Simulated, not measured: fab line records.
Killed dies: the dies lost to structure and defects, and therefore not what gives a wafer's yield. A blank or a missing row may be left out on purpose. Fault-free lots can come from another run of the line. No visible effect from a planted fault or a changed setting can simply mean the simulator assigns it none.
What tool caused it? -- flow rit_cmos -- Sampling: 7 lots, 21 wafers, 2 of 202 route steps

## WHAT THE GAUGES READ, wafer by wafer
RIT_FOX1_THK_MEAS_01.
lot,measured,on,FOX1_OXIDE_THK (nm)
L735,day 2 04:58,film_metro-02,337 340 340
L738,day 2 17:10,film_metro-04,345 343 343
L740,day 3 00:09,film_metro-04,346 343 340
L744,day 3 23:10,film_metro-02,348 345 344
L747,day 4 12:27,film_metro-01,349 347 349
L754,day 5 22:38,film_metro-02,355 355 349
L757,day 6 13:22,film_metro-02,344 339 342

## WHAT TOOL EACH LOT RAN ON (gives the tool, then ch and the chambers of the sampled wafers, and finally the start)
lot,RIT_FOX1_OXIDATION_00
L735,"furnace-03 ch 0, day 2 03:40"
L738,"furnace-01 ch 0, day 2 15:50"
L740,"furnace-01 ch 0, day 2 22:50"
L744,"furnace-04 ch 0, day 3 21:50"
L747,"furnace-01 ch 0, day 4 11:08"
L754,"furnace-03 ch 0, day 5 21:19"
L757,"furnace-01 ch 0, day 6 12:03"
- RIT_FOX1_OXIDATION_00: target thk 350.7 nm, ox time 1130 s.

## THE ANSWER, worked out from the rows above alone
Rule: the lots themselves supply what counts as usual. The widest of any qualifying gaps counts: lots, ordered by their means at a reading, are off when they make up no more than a third of the lots, leave a main group of 4 or more, and stand apart from it by 3 or more times the standard deviation of that group's means. The tables above print the reading to a certain number of digits; a main group whose means all agree to those digits is not used. A lot without any number at a reading at which 4 lots or more have one is off too. Any other lot the step has rows for is counted as sound.
Nothing can be told from this: no lot is off at any reading shown.

## WHAT HAD BEEN PUT IN BY THE SIMULATOR
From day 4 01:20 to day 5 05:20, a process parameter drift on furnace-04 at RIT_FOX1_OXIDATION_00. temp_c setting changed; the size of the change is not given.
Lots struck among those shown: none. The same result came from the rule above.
